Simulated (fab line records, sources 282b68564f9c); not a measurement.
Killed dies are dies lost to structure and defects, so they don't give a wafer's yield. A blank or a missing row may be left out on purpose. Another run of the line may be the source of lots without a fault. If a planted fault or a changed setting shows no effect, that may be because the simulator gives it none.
fab line records + flow ritCmos
record:
- lots: 14
- wafers: 42
- lastDay: 7
route steps=202 shown SPACER@128 M1@202
lots that met no fault: taken from a fault-free run of the same line
startH: the number of hours between the record's first day and the start of the first shown wafer of the lot + waitH: hours from the lot's prior step to this one + " same as the row above + L1.1+2: one row covering several wafers at once + - no value, or no start was given + * or withheld: withheld + < > ~ a bound
route shown NAME@n: a module of which the file shows steps, and the number in the route of the first + usual: mean/standard deviation of fault-free wafers + same: alike in all rows + chamber/n: place in a boat + sites: the reading at each site + _std_site: the standard deviation of these + _edge_site: outer sites' mean less inner sites' + radiusMm: for every site, how far away it sits from the centre of the wafer + mask NAME#n: copy n + behind: tool/chamber where the wafer was last shaped + hold: why the lot was held/for how many hours/how that ended + device: the n, p or np transistor that did not switch + end of line: tests of these same wafers at the route's end + a step with no rows: only its recipe + killed: dies lost to structure and defects at the first sort, not the wafer's yield + map: a wafer's dies, x killed, . not, _ none there
set.NAME: the setting as run; set.NAME@STEP: as run at that earlier step + model.NAME: the simulator's own value behind a step, which no gauge read
one table for each step of the route and one row for each wafer, over a sample of lots
services: when a tool's chamber went out of use (startH, in hours from the record's first day, below 0 if earlier), for how many hours, and the reason
== steps ==
step: RIT_SPACER_CVD_03
recipe:
- material: Si3N4
- targetThkNm: 250
- tempC: 810
- precursor: SiH2Cl2/NH3
- timeS: 3300
- pressureMtorr: 300
- sih2cl2FlowSccm: 60
- nh3FlowSccm: 150
usual:
- pressureMtorr: 300.0/0.69
- sih2cl2FlowSccm: 60.02/0.18
- susceptorTempC: 810.1/0.33
- zonePowerLoadPct: 20.3/1.9
same:
- timeS: 3300
| lot.wafer | tool     | chamber | startH | waitH | pressureMtorr | sih2cl2FlowSccm | susceptorTempC | zonePowerLoadPct |
|-----------|----------|---------|--------|-------|---------------|-----------------|----------------|------------------|
| L894.2    | lpcvd-01 | 1       | 42.87  | 0.0   | 300.7         | 60.05           | 810.1          | 21.0             |
| L894.4    | "        | 1       | "      | "     | 301.0         | 59.99           | 810.2          | 21.2             |
| L894.5    | "        | 1       | "      | "     | 301.1         | 59.75           | 809.8          | 21.1             |
| L895.2    | lpcvd-02 | 1       | 48.87  | 0.0   | 300.4         | 59.95           | 810.5          | 17.2             |
| L895.4    | "        | 1       | "      | "     | 300.1         | 60.23           | 810.5          | 17.6             |
| L895.5    | "        | 1       | "      | "     | 300.0         | 59.96           | 810.5          | 17.5             |
| L897.1    | lpcvd-02 | 1       | 58.93  | 0.0   | 298.4         | 59.88           | 810.3          | 17.5             |
| L897.3    | "        | 1       | "      | "     | 299.2         | 59.92           | 810.2          | 17.3             |
| L897.4    | "        | 1       | "      | "     | 299.0         | 59.85           | 810.0          | 17.5             |
| L898.1    | lpcvd-02 | 1       | 63.30  | 0.0   | 300.3         | 90.05           | 810.1          | 17.2             |
| L898.5    | "        | 1       | "      | "     | 300.6         | 90.18           | 810.2          | 17.4             |
| L898.6    | "        | 1       | "      | "     | 300.6         | 90.01           | 810.0          | 17.6             |
| L900.1    | lpcvd-01 | 0       | 74.60  | 0.0   | 299.8         | 59.83           | 810.0          | 22.0             |
| L900.2    | "        | 0       | "      | "     | 300.6         | 59.84           | 810.2          | 22.0             |
| L900.3    | "        | 0       | "      | "     | 299.6         | 59.74           | 809.8          | 22.3             |
| L901.4    | lpcvd-02 | 1       | 79.92  | 0.0   | 300.5         | 89.69           | 810.1          | 17.6             |
| L901.5    | "        | 1       | "      | "     | 298.4         | 89.67           | 810.4          | 17.5             |
| L901.6    | "        | 1       | "      | "     | 299.0         | 89.72           | 810.1          | 17.4             |
| L909.1    | lpcvd-01 | 1       | 123.60 | 0.8   | 299.9         | 60.09           | 809.5          | 21.1             |
| L909.2    | "        | 1       | "      | "     | 300.7         | 59.91           | 809.9          | 20.9             |
| L909.3    | "        | 1       | "      | "     | 300.7         | 60.04           | 809.7          | 20.7             |
| L911.3    | lpcvd-01 | 1       | 135.25 | 0.0   | 300.8         | 59.92           | 810.6          | 21.0             |
| L911.4    | "        | 1       | "      | "     | 299.7         | 59.75           | 810.1          | 20.8             |
| L911.5    | "        | 1       | "      | "     | 299.8         | 59.89           | 810.2          | 20.8             |
| L912.1    | lpcvd-01 | 1       | 145.51 | 0.0   | 300.4         | 60.44           | 810.4          | 21.4             |
| L912.2    | "        | 1       | "      | "     | 300.3         | 60.32           | 809.7          | 21.3             |
| L912.5    | "        | 1       | "      | "     | 299.8         | 60.21           | 810.5          | 21.2             |
| L913.1    | lpcvd-01 | 1       | 149.25 | 0.0   | 299.4         | 60.21           | 809.8          | 20.8             |
| L913.3    | "        | 1       | "      | "     | 299.8         | 60.15           | 809.4          | 20.6             |
| L913.5    | "        | 1       | "      | "     | 299.3         | 60.26           | 810.0          | 21.2             |
| L914.4    | lpcvd-01 | 0       | 151.16 | 0.5   | 299.7         | 60.16           | 810.2          | 22.0             |
| L914.5    | "        | 0       | "      | "     | 300.1         | 59.70           | 810.3          | 21.8             |
| L914.6    | "        | 0       | "      | "     | 299.9         | 60.02           | 809.9          | 22.1             |
| L915.1    | lpcvd-02 | 0       | 156.16 | 0.0   | 300.1         | 60.15           | 810.5          | 20.9             |
| L915.2    | "        | 0       | "      | "     | 300.0         | 60.12           | 809.9          | 21.2             |
| L915.4    | "        | 0       | "      | "     | 301.0         | 60.09           | 810.3          | 21.0             |
| L916.2    | lpcvd-02 | 1       | 160.80 | 0.0   | 299.1         | 60.17           | 811.0          | 17.2             |
| L916.3    | "        | 1       | "      | "     | 299.5         | 60.00           | 810.5          | 17.3             |
| L916.6    | "        | 1       | "      | "     | 299.9         | 60.04           | 810.1          | 17.1             |
| L917.3    | lpcvd-02 | 0       | 164.75 | 1.2   | 300.6         | 60.10           | 810.1          | 20.9             |
| L917.4    | "        | 0       | "      | "     | 301.7         | 59.99           | 809.8          | 21.6             |
| L917.5    | "        | 0       | "      | "     | 300.3         | 59.99           | 810.3          | 20.7             |
step: RIT_SPACER_THK_MEAS_04
recipe:
- reads: Si3N4_of_SPACER_CVD_03
usual:
- SPACER_NITRIDE_THK: 251.0/2.4
| lot.wafer | tool         | chamber | startH | waitH | SPACER_NITRIDE_THK[nm] |
|-----------|--------------|---------|--------|-------|------------------------|
| L894.2    | filmMetro-02 | -       | 44.79  | 0.0   | 252.4                  |
| L894.4    | "            | -       | "      | "     | 252.5                  |
| L894.5    | "            | -       | "      | "     | 250.9                  |
| L895.2    | filmMetro-03 | -       | 50.80  | 0.0   | 251.0                  |
| L895.4    | "            | -       | "      | "     | 252.0                  |
| L895.5    | "            | -       | "      | "     | 251.5                  |
| L897.1    | filmMetro-03 | -       | 60.85  | 0.0   | 249.6                  |
| L897.3    | "            | -       | "      | "     | 249.8                  |
| L897.4    | "            | -       | "      | "     | 252.8                  |
| L898.1    | filmMetro-04 | -       | 65.21  | 0.0   | 291.2                  |
| L898.5    | "            | -       | "      | "     | 291.7                  |
| L898.6    | "            | -       | "      | "     | 293.8                  |
| L900.1    | filmMetro-03 | -       | 76.51  | 0.0   | 248.1                  |
| L900.2    | "            | -       | "      | "     | 248.2                  |
| L900.3    | "            | -       | "      | "     | 252.5                  |
| L901.4    | filmMetro-04 | -       | 81.87  | 0.0   | 281.5                  |
| L901.5    | "            | -       | "      | "     | 283.0                  |
| L901.6    | "            | -       | "      | "     | 283.6                  |
| L909.1    | filmMetro-02 | -       | 125.51 | 0.0   | 252.7                  |
| L909.2    | "            | -       | "      | "     | 250.4                  |
| L909.3    | "            | -       | "      | "     | 248.5                  |
| L911.3    | filmMetro-02 | -       | 137.18 | 0.0   | 253.9                  |
| L911.4    | "            | -       | "      | "     | 251.1                  |
| L911.5    | "            | -       | "      | "     | 254.8                  |
| L912.1    | filmMetro-04 | -       | 147.43 | 0.0   | 251.4                  |
| L912.2    | "            | -       | "      | "     | 248.2                  |
| L912.5    | "            | -       | "      | "     | 251.5                  |
| L913.1    | filmMetro-04 | -       | 151.16 | 0.0   | 253.5                  |
| L913.3    | "            | -       | "      | "     | 251.4                  |
| L913.5    | "            | -       | "      | "     | 252.0                  |
| L914.4    | filmMetro-03 | -       | 153.11 | 0.0   | 247.9                  |
| L914.5    | "            | -       | "      | "     | 247.2                  |
| L914.6    | "            | -       | "      | "     | 248.7                  |
| L915.1    | filmMetro-03 | -       | 158.08 | 0.0   | 251.9                  |
| L915.2    | "            | -       | "      | "     | 252.7                  |
| L915.4    | "            | -       | "      | "     | 249.6                  |
| L916.2    | filmMetro-02 | -       | 162.73 | 0.0   | 247.3                  |
| L916.3    | "            | -       | "      | "     | 246.9                  |
| L916.6    | "            | -       | "      | "     | 249.7                  |
| L917.3    | filmMetro-02 | -       | 166.68 | 0.0   | 250.3                  |
| L917.4    | "            | -       | "      | "     | 251.2                  |
| L917.5    | "            | -       | "      | "     | 252.1                  |
step: RIT_SPACER_ETCHBACK_05
recipe:
- targetDepthA: 2500
- SF6_flow_sccm: 30
- CHF3_flow_sccm: 30
- target: Si3N4
- chemistry: SF6/CHF3
- pressureMtorr: 40
- rfW: 250
- timeS: 240
- stopOn: SiO2
usual:
- CHF3_flow_sccm: 29.99/0.086
- drypumpMotorCurrentA: 5.5/0.37
- oesProductAu: 0.842/0.012
- throttleValvePct: 10.26/0.16
same:
- timeS: 240
| lot.wafer | tool       | chamber | startH | waitH | CHF3_flow_sccm | drypumpMotorCurrentA | oesProductAu | rfHoursCounterH | throttleValvePct |
|-----------|------------|---------|--------|-------|----------------|----------------------|--------------|-----------------|------------------|
| L894.2    | rieDiel-01 | 2       | 44.84  | 0.0   | 30.02          | 5.7                  | 0.841        | 6               | 10.11            |
| L894.4    | "          | 1       | "      | "     | 29.97          | 5.3                  | 0.856        | 26              | 10.07            |
| L894.5    | "          | 0       | "      | "     | 30.06          | 6.1                  | 0.825        | -               | 10.40            |
| L895.2    | rieDiel-01 | 0       | 50.85  | 0.0   | 30.04          | 6.2                  | 0.829        | 147             | 10.39            |
| L895.4    | "          | 3       | "      | "     | 29.97          | 6.0                  | 0.835        | 119             | 10.19            |
| L895.5    | "          | 3       | "      | "     | 30.05          | 6.1                  | 0.834        | -               | 10.20            |
| L897.1    | rieDiel-02 | 1       | 60.91  | 0.1   | 30.08          | 4.9                  | 0.853        | 73              | 10.21            |
| L897.3    | "          | 2       | "      | "     | 29.93          | 5.3                  | 0.840        | 23              | 10.24            |
| L897.4    | "          | 3       | "      | "     | 30.02          | 5.3                  | 0.832        | 17              | 10.27            |
| L898.1    | rieDiel-02 | 0       | 65.27  | 0.1   | 30.08          | 5.4                  | 0.913        | 9               | 10.13            |
| L898.5    | "          | 2       | "      | "     | 30.07          | 5.4                  | 0.950        | -               | 10.28            |
| L898.6    | "          | 3       | "      | "     | 29.96          | 5.2                  | 0.929        | -               | 10.31            |
| L900.1    | rieDiel-01 | 2       | 76.57  | 0.1   | 30.05          | 5.7                  | 0.834        | 6               | 10.10            |
| L900.2    | "          | 1       | "      | "     | 29.93          | 5.2                  | 0.840        | 27              | 10.09            |
| L900.3    | "          | 3       | "      | "     | 30.04          | 6.1                  | 0.843        | 119             | 10.20            |
| L901.4    | rieDiel-02 | 2       | 81.90  | 0.0   | 30.06          | 5.3                  | 0.918        | 23              | 10.28            |
| L901.5    | "          | 1       | "      | "     | 30.12          | 4.9                  | 0.926        | -               | 10.22            |
| L901.6    | "          | 2       | "      | "     | 30.01          | 5.3                  | 0.924        | -               | 10.27            |
| L909.1    | rieDiel-04 | 2       | 125.57 | 0.1   | 30.03          | 5.2                  | 0.854        | 68              | 10.36            |
| L909.2    | "          | 1       | "      | "     | 30.09          | 5.8                  | 0.851        | 22              | 10.52            |
| L909.3    | "          | 0       | "      | "     | 30.02          | 5.5                  | 0.846        | 14              | 10.55            |
| L911.3    | rieDiel-02 | 1       | 137.22 | 0.0   | 30.13          | 4.9                  | 0.859        | 75              | 10.21            |
| L911.4    | "          | 0       | "      | "     | 30.08          | 5.4                  | 0.822        | 10              | 10.08            |
| L911.5    | "          | 3       | "      | "     | 29.88          | 5.3                  | 0.835        | -               | 10.27            |
| L912.1    | rieDiel-01 | 1       | 147.49 | 0.1   | 30.05          | 5.2                  | 0.852        | 28              | 10.10            |
| L912.2    | "          | 3       | "      | "     | 29.92          | 6.1                  | 0.837        | 120             | 10.20            |
| L912.5    | "          | 3       | "      | "     | 29.88          | 6.1                  | 0.836        | -               | 10.19            |
| L913.1    | rieDiel-04 | 1       | 151.22 | 0.1   | 30.05          | 5.8                  | 0.863        | 22              | 10.50            |
| L913.3    | "          | 2       | "      | "     | 29.99          | 5.2                  | 0.858        | 69              | 10.35            |
| L913.5    | "          | 3       | "      | "     | 29.97          | 5.1                  | 0.853        | -               | 10.10            |
| L914.4    | rieDiel-01 | 1       | 153.21 | 0.1   | 29.93          | 5.3                  | 0.845        | -               | 10.07            |
| L914.5    | "          | 3       | "      | "     | 29.89          | 6.1                  | 0.821        | -               | 10.19            |
| L914.6    | "          | 2       | "      | "     | 30.04          | 5.7                  | 0.834        | -               | 10.10            |
| L915.1    | rieDiel-01 | 1       | 158.14 | 0.1   | 30.10          | 5.3                  | 0.853        | 28              | 10.09            |
| L915.2    | "          | 2       | "      | "     | 29.88          | 5.7                  | 0.839        | 7               | 10.10            |
| L915.4    | "          | 3       | "      | "     | 30.09          | 6.1                  | 0.837        | -               | 10.20            |
| L916.2    | rieDiel-04 | 1       | 162.78 | 0.0   | 29.97          | 5.8                  | 0.848        | 22              | 10.52            |
| L916.3    | "          | 2       | "      | "     | 29.98          | 5.2                  | 0.847        | 69              | 10.36            |
| L916.6    | "          | 2       | "      | "     | 30.04          | 5.2                  | 0.851        | -               | 10.36            |
| L917.3    | rieDiel-02 | 1       | 166.72 | 0.0   | 30.13          | 4.9                  | 0.850        | 75              | 10.20            |
| L917.4    | "          | 0       | "      | "     | 29.97          | 5.4                  | 0.825        | 11              | 10.09            |
| L917.5    | "          | 1       | "      | "     | 30.06          | 4.9                  | 0.864        | -               | 10.21            |
step: RIT_M1_PROBE_99
usual:
- killedAtContacts: 0.1/0.31
- killedAtFrontEnd: 7.1/2.8
- killedDies: 7.2/2.8
- killedOpen: 3.5/2
- killedShort: 3.7/1.9
same:
- grossDies: 264
- killed_at_M0_to_M3: 0
- killed_at_M4_up: 0
- killedAtBackSide: 0
- killedAtOther: 0
| lot.wafer | tool      | chamber | startH | waitH | killedAtContacts | killedAtFrontEnd | killedDies | killedOpen | killedShort |
|-----------|-----------|---------|--------|-------|------------------|------------------|------------|------------|-------------|
| L898.1    | prober-01 | -       | 76.49  | 0.1   | 1                | 9                | 10         | 4          | 5           |
| L898.6    | prober-01 | -       | 76.74  | 0.2   | 0                | 13               | 13         | 4          | 6           |
| L901.4    | prober-02 | -       | 93.95  | 0.2   | 0                | 9                | 9          | 3          | 5           |
killed by level:class
L898.1 GATE:geometricParticle:open=3 FOX1:geometricParticle:open=1 FOX2:geometricParticle:short=1 GATE:geometricParticle:short=1 SPACER:geometricParticle:short=1 SILICIDE:geometricParticle:short=1 CONTACT:geometricParticle:short=1 SPACER:areaEtchback=1
L898.6 SPACER:areaEtchback=3 FOX1:geometricParticle:short=2 GATE:geometricParticle:short=2 SPACER:geometricParticle:short=2 SPACER:geometricParticle:open=2 REOX:geometricParticle:open=1 SILICIDE:geometricParticle:open=1
L901.4 SPACER:geometricParticle:short=2 FOX1:geometricParticle:short=1 FOX2:geometricParticle:open=1 GATE:geometricParticle:open=1 GATE:geometricParticle:short=1 REOX:geometricParticle:short=1 SPACER:geometricParticle:open=1 SPACER:areaEtchback=1
== services ==
| tool       | chamber | startH | hours | kind          |
|------------|---------|--------|-------|---------------|
| rieDiel-02 | 1       | 21.34  | 2.6   | repair        |
| rieDiel-01 | -       | 51.72  | 2.2   | repair        |
| rieDiel-04 | -       | 81.79  | 0.2   | repair        |
| rieDiel-02 | 3       | 105.79 | 8.8   | repair        |
| rieDiel-01 | 0       | 151.20 | -     | clean         |
| rieDiel-01 | 0       | 151.20 | 20.3  | scheduledDown |
| rieDiel-01 | 0       | 151.20 | 20.3  | ventCycle     |
| rieDiel-02 | -       | 156.58 | 0.1   | repair        |
| rieDiel-04 | 3       | 160.90 | -     | clean         |
| rieDiel-04 | 2       | 165.42 | 7.4   | repair        |
== key ==
firstSign:
- step: RIT_SPACER_CVD_03
- reading: sih2cl2FlowSccm
- direction: up
- sigmas: 99+
- usual: 60.02
- struck: 89.89
effect:
- step: RIT_SPACER_THK_MEAS_04
- reading: SPACER_NITRIDE_THK
- direction: up
- sigmas: 15
- usual: 251.0
- struck: 287.5
effect:
- step: RIT_SPACER_ETCHBACK_05
- reading: oesProductAu
- direction: up
- sigmas: 6.8
- usual: 0.842
- struck: 0.927
metAt RIT_SPACER_CVD_03
struckLots L898,L901
testerLeftOut L898,L901
onsetBetween 58.93 63.30
fault:
- kind: processParameterDrift
- tool: lpcvd-02
- chamber: -
- onsetH: 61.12
- steps: RIT_SPACER_CVD_03
- channel: sih2cl2FlowSccm
- offset: 30
- shape: step
- endH: 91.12
- actsIn: theseRecipesOnly
- stated: 60
testerLeftOut: of these lots the tester's yield and bins aren't shown, on N5 and GAA mostly nor the transistor test; their killed dies are dies lost to structure and defects alone, not to doping, threshold or leakage, so they don't give the yield
